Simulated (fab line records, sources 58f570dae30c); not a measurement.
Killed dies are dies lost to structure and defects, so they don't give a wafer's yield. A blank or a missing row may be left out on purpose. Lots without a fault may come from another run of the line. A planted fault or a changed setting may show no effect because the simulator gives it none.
A sampling plan put to the test | flow berkeley_cmos170 | one fab line, 13 faults that these records tell of, each judged on the records of the lots that it struck
The plan is the line's own looks: the steps of the route at which a gauge or an inspection reads the wafer and doesn't change it. A look can be judged if struck wafers have a number there and the file gives its usual mean and standard deviation on fault-free wafers. Caught: at a look after the fault's first step, the mean of the struck wafers lies 4 or more of those standard deviations (sigma) from the usual mean. On the tool: the same test on the tool's own readings at the fault's steps. Another recipe on the struck wafers, or a record that is blank for them alone, also counts as caught.

THE FAULTS, as the simulator had put them in
1. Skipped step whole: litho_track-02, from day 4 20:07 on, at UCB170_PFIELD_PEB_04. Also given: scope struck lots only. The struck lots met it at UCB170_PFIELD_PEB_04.
2. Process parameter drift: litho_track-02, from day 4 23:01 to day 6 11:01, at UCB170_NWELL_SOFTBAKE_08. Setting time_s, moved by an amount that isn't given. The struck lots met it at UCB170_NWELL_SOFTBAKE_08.
3. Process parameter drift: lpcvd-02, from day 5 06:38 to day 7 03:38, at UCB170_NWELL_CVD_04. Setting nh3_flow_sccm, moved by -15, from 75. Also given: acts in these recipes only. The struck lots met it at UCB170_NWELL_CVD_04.
4. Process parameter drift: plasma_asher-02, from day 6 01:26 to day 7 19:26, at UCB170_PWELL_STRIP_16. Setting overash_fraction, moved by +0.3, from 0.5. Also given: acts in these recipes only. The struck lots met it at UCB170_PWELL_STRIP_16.
5. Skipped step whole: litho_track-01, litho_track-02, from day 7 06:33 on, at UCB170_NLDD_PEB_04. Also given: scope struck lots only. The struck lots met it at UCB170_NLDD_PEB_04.
6. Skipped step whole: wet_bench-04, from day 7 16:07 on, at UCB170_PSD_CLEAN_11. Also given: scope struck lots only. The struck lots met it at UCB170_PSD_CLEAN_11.
7. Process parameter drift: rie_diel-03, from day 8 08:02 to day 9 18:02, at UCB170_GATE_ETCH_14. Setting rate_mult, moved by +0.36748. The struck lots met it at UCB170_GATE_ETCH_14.
8. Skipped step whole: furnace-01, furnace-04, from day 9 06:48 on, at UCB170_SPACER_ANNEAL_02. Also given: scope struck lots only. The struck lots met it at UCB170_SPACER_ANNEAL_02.
9. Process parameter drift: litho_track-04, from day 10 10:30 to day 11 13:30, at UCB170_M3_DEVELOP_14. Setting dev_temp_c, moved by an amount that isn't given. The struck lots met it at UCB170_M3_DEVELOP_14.
10. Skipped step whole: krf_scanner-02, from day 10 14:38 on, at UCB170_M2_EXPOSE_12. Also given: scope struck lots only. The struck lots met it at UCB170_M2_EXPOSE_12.
11. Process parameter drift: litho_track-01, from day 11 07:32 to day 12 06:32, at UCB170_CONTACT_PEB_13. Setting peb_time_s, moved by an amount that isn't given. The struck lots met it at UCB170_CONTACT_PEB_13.
12. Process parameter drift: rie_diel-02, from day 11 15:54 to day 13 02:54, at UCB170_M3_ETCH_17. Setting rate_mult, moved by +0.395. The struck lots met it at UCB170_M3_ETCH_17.
13. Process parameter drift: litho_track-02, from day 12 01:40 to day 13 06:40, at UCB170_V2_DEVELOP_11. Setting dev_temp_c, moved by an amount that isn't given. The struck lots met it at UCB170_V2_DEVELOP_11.

WHAT THE PLAN SAW
fault | on the tool itself                               | first look that catches it                   | reading, sigma        | median hours from its first step to that look | hours from the fault's start to the first struck lot there | judged looks passed uncaught
1     | the tool's record is blank for the struck wafers | no look after it can be judged               | -                     | -                                             | -                                                          | 0
2     | run_length_s +77 sigma                           | not the one look that can be judged after it | -                     | -                                             | -                                                          | 1
3     | nh3_flow_sccm -68 sigma                          | UCB170_NWELL_THK_MEAS_05                     | NWELL_NITRIDE_THK -15 | 1.9                                           | 8                                                          | 0
4     | oes_product_au -18 sigma                         | not the one look that can be judged after it | -                     | -                                             | -                                                          | 1
5     | the tool's record is blank for the struck wafers | no look after it can be judged               | -                     | -                                             | -                                                          | 0
6     | the tool's record is blank for the struck wafers | not the one look that can be judged after it | -                     | -                                             | -                                                          | 1
7     | oes_product_au +13 sigma                         | no look after it can be judged               | -                     | -                                             | -                                                          | 0
8     | the tool's record is blank for the struck wafers | no look after it can be judged               | -                     | -                                             | -                                                          | 0
9     | developer_temp_C -8.5 sigma                      | no look after it can be judged               | -                     | -                                             | -                                                          | 0
10    | no reading that can be judged                    | no look after it can be judged               | -                     | -                                             | -                                                          | 0
11    | heater_power_total_W +8.9 sigma                  | no look after it can be judged               | -                     | -                                             | -                                                          | 0
12    | oes_product_au +12 sigma                         | not the one look that can be judged after it | -                     | -                                             | -                                                          | 1
13    | developer_temp_C +9.1 sigma                      | no look after it can be judged               | -                     | -                                             | -                                                          | 0
A dash: the fault isn't caught, or these records don't give the number.

Caught at a look: 1 of 13. Caught on the tool: 12 of 13. By one or the other: 12 of 13.
Caught on the tool alone: faults 1, 2, 4, 5, 6, 7, 8, 9, 11, 12, 13.
Caught by neither: fault 10.

THINNER SAMPLING
If the look that catches a fault measured only every second or every third lot, by lot number, the first struck lot would be measured this late in the worst case:
fault | struck lots at that look, in order of time | every lot | every second lot | every third lot
3     | L826, L827                                 | 8 h       | 13 h             | may miss all 2
Hours are from the fault's start to the first struck lot that is measured. The limit of 4 sigma was tested on all struck wafers together, so one lot alone may lie under it. Other struck lots may not be in these records.

THE LONGEST TIMED WAY FROM STEP TO LOOK
Fault 3: a median of 1.9 hours passes between UCB170_NWELL_CVD_04 and UCB170_NWELL_THK_MEAS_05. No look between them can be judged.
